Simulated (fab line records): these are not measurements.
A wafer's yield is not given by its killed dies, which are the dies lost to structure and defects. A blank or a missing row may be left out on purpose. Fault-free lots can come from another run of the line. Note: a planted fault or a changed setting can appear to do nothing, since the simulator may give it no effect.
fab line records || flow berkeley-cmos170
record {"lots": 13, "wafers": 39, "last-day": 12}
route steps=331 shown NVT@107
lots that met no fault: from a run of the same line without faults
start-h: start of the lot's first displayed wafer, in hours after the record's first day || wait-h: how many hours have passed since the lot's step before this one || " same as the row above || L1.1+2: a single row standing in for several wafers || - either no value or no given start || * or withheld: withheld || < > ~ a bound
route shown NAME@n: a module of which the file shows steps, and the number in the route of the first || usual: mean/standard deviation taken from wafers without a fault || same: alike in all rows || chamber/n: place in a boat || sites: readings site by site || _std_site: the standard deviation of these || _edge_site: mean of outer sites minus mean of inner sites || radius-mm: how far each site lies from the wafer's centre || mask NAME#n: copy n || behind: the most recent tool/chamber to have shaped the wafer || hold: cause of the lot's hold/its duration in hours/its outcome || device: whichever transistor did not switch (one of n, p or np) || end of line: tests run on the same wafers once the route is complete || a step given without rows: its recipe and nothing more || killed: dies lost to structure and defects at the first sort, not the wafer's yield || map: shows each die of a wafer: x if killed, . if not, _ if none is there
set.NAME: the setting as run; set.NAME@STEP: as run at that earlier step || model.NAME: the simulator's own value behind a step, which no gauge read
one table for each step of the route and one row for each wafer, over a sample of lots
services: the hour from which a tool's chamber was out of use, counted from the record's first day as start-h (under 0 if before that day), plus the number of hours and why
## steps
# step UCB170_NVT_EXPOSE_03
# recipe {"mask-id": "PWELL", "target-cd-nm": 3000, "na": 0.5, "sigma-outer": 0.6, "source-shape": "conventional", "dose-mj": 30}
{"lot.wafer": "L265.1+3+5", "tool": "krf-scanner-01", "chamber": 0, "start-h": 99.08, "wait-h": 0.2, "mask": "PWELL#0"}
{"lot.wafer": "L268.1+3+5", "tool": "krf-scanner-01", "chamber": 0, "start-h": 124.99, "wait-h": 0.1, "mask": "PWELL#0"}
{"lot.wafer": "L269.1+2+6", "tool": "krf-scanner-01", "chamber": 0, "start-h": 132.44, "wait-h": 0.4, "mask": "PWELL#0"}
{"lot.wafer": "L272.1+4+6", "tool": "krf-scanner-02", "chamber": 0, "start-h": 147.56, "wait-h": 0.2, "mask": "PWELL#0"}
{"lot.wafer": "L273.1+4+5", "tool": "krf-scanner-02", "chamber": 0, "start-h": 158.44, "wait-h": 0.2, "mask": "PWELL#0"}
{"lot.wafer": "L274.1+3+5", "tool": "krf-scanner-01", "chamber": 0, "start-h": 168.66, "wait-h": 0.2, "mask": "PWELL#0"}
{"lot.wafer": "L275.1+4+6", "tool": "krf-scanner-02", "chamber": 0, "start-h": 169.13, "wait-h": 0.4, "mask": "PFIELD#0"}
{"lot.wafer": "L278.2+3+4", "tool": "krf-scanner-01", "chamber": 0, "start-h": 180.41, "wait-h": 0.2, "mask": "PWELL#0"}
{"lot.wafer": "L279.3+5+6", "tool": "krf-scanner-02", "chamber": 0, "start-h": 180.67, "wait-h": 0.5, "mask": "PWELL#0"}
{"lot.wafer": "L285.2+4+6", "tool": "krf-scanner-01", "chamber": 0, "start-h": 211.42, "wait-h": 0.4, "mask": "PWELL#0"}
{"lot.wafer": "L286.2+4+5", "tool": "krf-scanner-01", "chamber": 0, "start-h": 220.54, "wait-h": 0.2, "mask": "PWELL#0"}
{"lot.wafer": "L287.3+5+6", "tool": "krf-scanner-02", "chamber": 0, "start-h": 220.80, "wait-h": 0.4, "mask": "PWELL#0"}
{"lot.wafer": "L288.3+4+5", "tool": "krf-scanner-01", "chamber": 0, "start-h": 221.04, "wait-h": 0.5, "mask": "PWELL#0"}
# step UCB170_NVT_OVL_MEAS_06
# usual {"NVT_OVL": "1/6.5"}
{"lot.wafer": "L265.1", "tool": "overlay-02", "chamber": "-", "start-h": 99.78, "wait-h": "-", "NVT_OVL[nm]": -4}
{"lot.wafer": "L265.3", "tool": "overlay-02", "chamber": "-", "start-h": 99.78, "wait-h": "-", "NVT_OVL[nm]": 3}
{"lot.wafer": "L265.5", "tool": "overlay-02", "chamber": "-", "start-h": 99.78, "wait-h": "-", "NVT_OVL[nm]": -1}
{"lot.wafer": "L268.1", "tool": "overlay-02", "chamber": "-", "start-h": 125.72, "wait-h": "-", "NVT_OVL[nm]": 4}
{"lot.wafer": "L268.3", "tool": "overlay-02", "chamber": "-", "start-h": 125.72, "wait-h": "-", "NVT_OVL[nm]": 2}
{"lot.wafer": "L268.5", "tool": "overlay-02", "chamber": "-", "start-h": 125.72, "wait-h": "-", "NVT_OVL[nm]": -4}
{"lot.wafer": "L269.1", "tool": "overlay-01", "chamber": "-", "start-h": 133.56, "wait-h": "-", "NVT_OVL[nm]": 6}
{"lot.wafer": "L269.2", "tool": "overlay-01", "chamber": "-", "start-h": 133.56, "wait-h": "-", "NVT_OVL[nm]": 4}
{"lot.wafer": "L269.6", "tool": "overlay-01", "chamber": "-", "start-h": 133.56, "wait-h": "-", "NVT_OVL[nm]": 5}
{"lot.wafer": "L272.1", "tool": "overlay-01", "chamber": "-", "start-h": 148.03, "wait-h": "-", "NVT_OVL[nm]": -9}
{"lot.wafer": "L272.4", "tool": "overlay-01", "chamber": "-", "start-h": 148.03, "wait-h": "-", "NVT_OVL[nm]": -6}
{"lot.wafer": "L272.6", "tool": "overlay-01", "chamber": "-", "start-h": 148.03, "wait-h": "-", "NVT_OVL[nm]": -1}
{"lot.wafer": "L273.1", "tool": "overlay-01", "chamber": "-", "start-h": 158.83, "wait-h": "-", "NVT_OVL[nm]": 6}
{"lot.wafer": "L273.4", "tool": "overlay-01", "chamber": "-", "start-h": 158.83, "wait-h": "-", "NVT_OVL[nm]": -7}
{"lot.wafer": "L273.5", "tool": "overlay-01", "chamber": "-", "start-h": 158.83, "wait-h": "-", "NVT_OVL[nm]": -2}
{"lot.wafer": "L274.1", "tool": "overlay-02", "chamber": "-", "start-h": 169.26, "wait-h": "-", "NVT_OVL[nm]": 0}
{"lot.wafer": "L274.3", "tool": "overlay-02", "chamber": "-", "start-h": 169.26, "wait-h": "-", "NVT_OVL[nm]": -8}
{"lot.wafer": "L274.5", "tool": "overlay-02", "chamber": "-", "start-h": 169.26, "wait-h": "-", "NVT_OVL[nm]": 2}
{"lot.wafer": "L275.1", "tool": "overlay-02", "chamber": "-", "start-h": 169.53, "wait-h": "-", "NVT_OVL[nm]": "-"}
{"lot.wafer": "L275.4", "tool": "overlay-02", "chamber": "-", "start-h": 169.53, "wait-h": "-", "NVT_OVL[nm]": "-"}
{"lot.wafer": "L275.6", "tool": "overlay-02", "chamber": "-", "start-h": 169.53, "wait-h": "-", "NVT_OVL[nm]": "-"}
{"lot.wafer": "L278.2", "tool": "overlay-02", "chamber": "-", "start-h": 180.78, "wait-h": "-", "NVT_OVL[nm]": -3}
{"lot.wafer": "L278.3", "tool": "overlay-02", "chamber": "-", "start-h": 180.78, "wait-h": "-", "NVT_OVL[nm]": 2}
{"lot.wafer": "L278.4", "tool": "overlay-02", "chamber": "-", "start-h": 180.78, "wait-h": "-", "NVT_OVL[nm]": -1}
{"lot.wafer": "L279.3", "tool": "overlay-01", "chamber": "-", "start-h": 181.07, "wait-h": "-", "NVT_OVL[nm]": -4}
{"lot.wafer": "L279.5", "tool": "overlay-01", "chamber": "-", "start-h": 181.07, "wait-h": "-", "NVT_OVL[nm]": -6}
{"lot.wafer": "L279.6", "tool": "overlay-01", "chamber": "-", "start-h": 181.07, "wait-h": "-", "NVT_OVL[nm]": -8}
{"lot.wafer": "L285.2", "tool": "overlay-02", "chamber": "-", "start-h": 211.95, "wait-h": "-", "NVT_OVL[nm]": 0}
{"lot.wafer": "L285.4", "tool": "overlay-02", "chamber": "-", "start-h": 211.95, "wait-h": "-", "NVT_OVL[nm]": -1}
{"lot.wafer": "L285.6", "tool": "overlay-02", "chamber": "-", "start-h": 211.95, "wait-h": "-", "NVT_OVL[nm]": 0}
{"lot.wafer": "L286.2", "tool": "overlay-02", "chamber": "-", "start-h": 221.13, "wait-h": "-", "NVT_OVL[nm]": 7}
{"lot.wafer": "L286.4", "tool": "overlay-02", "chamber": "-", "start-h": 221.13, "wait-h": "-", "NVT_OVL[nm]": 3}
{"lot.wafer": "L286.5", "tool": "overlay-02", "chamber": "-", "start-h": 221.13, "wait-h": "-", "NVT_OVL[nm]": 6}
{"lot.wafer": "L287.3", "tool": "overlay-01", "chamber": "-", "start-h": 221.41, "wait-h": "-", "NVT_OVL[nm]": 5}
{"lot.wafer": "L287.5", "tool": "overlay-01", "chamber": "-", "start-h": 221.41, "wait-h": "-", "NVT_OVL[nm]": 4}
{"lot.wafer": "L287.6", "tool": "overlay-01", "chamber": "-", "start-h": 221.41, "wait-h": "-", "NVT_OVL[nm]": -4}
{"lot.wafer": "L288.3", "tool": "overlay-02", "chamber": "-", "start-h": 221.66, "wait-h": "-", "NVT_OVL[nm]": 8}
{"lot.wafer": "L288.4", "tool": "overlay-02", "chamber": "-", "start-h": 221.66, "wait-h": "-", "NVT_OVL[nm]": 14}
{"lot.wafer": "L288.5", "tool": "overlay-02", "chamber": "-", "start-h": 221.66, "wait-h": "-", "NVT_OVL[nm]": 6}
# step UCB170_NVT_TW_MEAS_09
# usual {"NVT_TW": "519/4.2"}
{"lot.wafer": "L265.1", "tool": "film-metro-04", "chamber": "-", "start-h": 100.07, "wait-h": 0.1, "NVT_TW": 521}
{"lot.wafer": "L265.3", "tool": "film-metro-04", "chamber": "-", "start-h": 100.07, "wait-h": 0.1, "NVT_TW": 515}
{"lot.wafer": "L265.5", "tool": "film-metro-04", "chamber": "-", "start-h": 100.07, "wait-h": 0.1, "NVT_TW": 519}
{"lot.wafer": "L268.1", "tool": "film-metro-03", "chamber": "-", "start-h": 126.01, "wait-h": 0.1, "NVT_TW": 520}
{"lot.wafer": "L268.3", "tool": "film-metro-03", "chamber": "-", "start-h": 126.01, "wait-h": 0.1, "NVT_TW": 518}
{"lot.wafer": "L268.5", "tool": "film-metro-03", "chamber": "-", "start-h": 126.01, "wait-h": 0.1, "NVT_TW": 522}
{"lot.wafer": "L269.1", "tool": "film-metro-03", "chamber": "-", "start-h": 133.84, "wait-h": 0.1, "NVT_TW": 519}
{"lot.wafer": "L269.2", "tool": "film-metro-03", "chamber": "-", "start-h": 133.84, "wait-h": 0.1, "NVT_TW": 518}
{"lot.wafer": "L269.6", "tool": "film-metro-03", "chamber": "-", "start-h": 133.84, "wait-h": 0.1, "NVT_TW": 519}
{"lot.wafer": "L272.1", "tool": "film-metro-04", "chamber": "-", "start-h": 148.31, "wait-h": 0.1, "NVT_TW": 519}
{"lot.wafer": "L272.4", "tool": "film-metro-04", "chamber": "-", "start-h": 148.31, "wait-h": 0.1, "NVT_TW": 519}
{"lot.wafer": "L272.6", "tool": "film-metro-04", "chamber": "-", "start-h": 148.31, "wait-h": 0.1, "NVT_TW": 521}
{"lot.wafer": "L273.1", "tool": "film-metro-04", "chamber": "-", "start-h": 159.11, "wait-h": 0.1, "NVT_TW": 520}
{"lot.wafer": "L273.4", "tool": "film-metro-04", "chamber": "-", "start-h": 159.11, "wait-h": 0.1, "NVT_TW": 519}
{"lot.wafer": "L273.5", "tool": "film-metro-04", "chamber": "-", "start-h": 159.11, "wait-h": 0.1, "NVT_TW": 520}
{"lot.wafer": "L274.1", "tool": "film-metro-01", "chamber": "-", "start-h": 169.55, "wait-h": 0.1, "NVT_TW": 514}
{"lot.wafer": "L274.3", "tool": "film-metro-01", "chamber": "-", "start-h": 169.55, "wait-h": 0.1, "NVT_TW": 512}
{"lot.wafer": "L274.5", "tool": "film-metro-01", "chamber": "-", "start-h": 169.55, "wait-h": 0.1, "NVT_TW": 512}
{"lot.wafer": "L275.1", "tool": "film-metro-03", "chamber": "-", "start-h": 169.81, "wait-h": 0.1, "NVT_TW": 30}
{"lot.wafer": "L275.4", "tool": "film-metro-03", "chamber": "-", "start-h": 169.81, "wait-h": 0.1, "NVT_TW": 30}
{"lot.wafer": "L275.6", "tool": "film-metro-03", "chamber": "-", "start-h": 169.81, "wait-h": 0.1, "NVT_TW": 30}
{"lot.wafer": "L278.2", "tool": "film-metro-04", "chamber": "-", "start-h": 181.07, "wait-h": 0.1, "NVT_TW": 523}
{"lot.wafer": "L278.3", "tool": "film-metro-04", "chamber": "-", "start-h": 181.07, "wait-h": 0.1, "NVT_TW": 524}
{"lot.wafer": "L278.4", "tool": "film-metro-04", "chamber": "-", "start-h": 181.07, "wait-h": 0.1, "NVT_TW": 526}
{"lot.wafer": "L279.3", "tool": "film-metro-01", "chamber": "-", "start-h": 181.36, "wait-h": 0.1, "NVT_TW": 511}
{"lot.wafer": "L279.5", "tool": "film-metro-01", "chamber": "-", "start-h": 181.36, "wait-h": 0.1, "NVT_TW": 514}
{"lot.wafer": "L279.6", "tool": "film-metro-01", "chamber": "-", "start-h": 181.36, "wait-h": 0.1, "NVT_TW": 513}
{"lot.wafer": "L285.2", "tool": "film-metro-01", "chamber": "-", "start-h": 212.24, "wait-h": 0.1, "NVT_TW": 516}
{"lot.wafer": "L285.4", "tool": "film-metro-01", "chamber": "-", "start-h": 212.24, "wait-h": 0.1, "NVT_TW": 511}
{"lot.wafer": "L285.6", "tool": "film-metro-01", "chamber": "-", "start-h": 212.24, "wait-h": 0.1, "NVT_TW": 513}
{"lot.wafer": "L286.2", "tool": "film-metro-01", "chamber": "-", "start-h": 221.42, "wait-h": 0.1, "NVT_TW": 513}
{"lot.wafer": "L286.4", "tool": "film-metro-01", "chamber": "-", "start-h": 221.42, "wait-h": 0.1, "NVT_TW": 518}
{"lot.wafer": "L286.5", "tool": "film-metro-01", "chamber": "-", "start-h": 221.42, "wait-h": 0.1, "NVT_TW": 515}
{"lot.wafer": "L287.3", "tool": "film-metro-03", "chamber": "-", "start-h": 221.70, "wait-h": 0.1, "NVT_TW": 520}
{"lot.wafer": "L287.5", "tool": "film-metro-03", "chamber": "-", "start-h": 221.70, "wait-h": 0.1, "NVT_TW": 520}
{"lot.wafer": "L287.6", "tool": "film-metro-03", "chamber": "-", "start-h": 221.70, "wait-h": 0.1, "NVT_TW": 519}
{"lot.wafer": "L288.3", "tool": "film-metro-01", "chamber": "-", "start-h": 221.96, "wait-h": 0.1, "NVT_TW": 513}
{"lot.wafer": "L288.4", "tool": "film-metro-01", "chamber": "-", "start-h": 221.96, "wait-h": 0.1, "NVT_TW": 515}
{"lot.wafer": "L288.5", "tool": "film-metro-01", "chamber": "-", "start-h": 221.96, "wait-h": 0.1, "NVT_TW": 517}
## services
{"tool": "krf-scanner-01", "chamber": "-", "start-h": 117.34, "hours": 1.3, "kind": "pm"}
{"tool": "krf-scanner-02", "chamber": "-", "start-h": 128.44, "hours": 5.9, "kind": "repair"}
{"tool": "krf-scanner-02", "chamber": "-", "start-h": 154.96, "hours": 1.0, "kind": "pm"}
{"tool": "krf-scanner-01", "chamber": "-", "start-h": 174.40, "hours": 3.4, "kind": "repair"}
{"tool": "krf-scanner-02", "chamber": "-", "start-h": 182.44, "hours": 1.3, "kind": "pm"}
{"tool": "krf-scanner-01", "chamber": "-", "start-h": 218.90, "hours": 1.0, "kind": "pm"}
## key
first-sign {"step": "UCB170_NVT_EXPOSE_03", "reading": "mask", "direction": "changed"}
effect {"step": "UCB170_NVT_OVL_MEAS_06", "reading": "NVT_OVL", "direction": "missing"}
effect {"step": "UCB170_NVT_TW_MEAS_09", "reading": "NVT_TW", "direction": "down", "sigmas": "99+", "usual": 519, "struck": 30}
met-at UCB170_NVT_EXPOSE_03
struck-lots L275
sort-left-out L275.1,L275.4,L275.6
tester-left-out L275
onset-between 158.44 169.13
fault {"kind": "wrong-mask", "tool": "any", "chamber": "-", "onset-h": 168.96, "steps": "UCB170_NVT_EXPOSE_03", "aux-copy": "PFIELD#0", "scope": "struck-lots-only"}
# tester-left-out: of these lots the tester's yield and bins aren't shown, on N5 and GAA mostly nor the transistor test; their killed dies are dies lost to structure and defects alone, not to doping, threshold or leakage, so they don't give the yield
# sort-left-out: the simulated sort isn't trusted on such a fault, so these wafers' sort isn't shown, and their yield isn't known
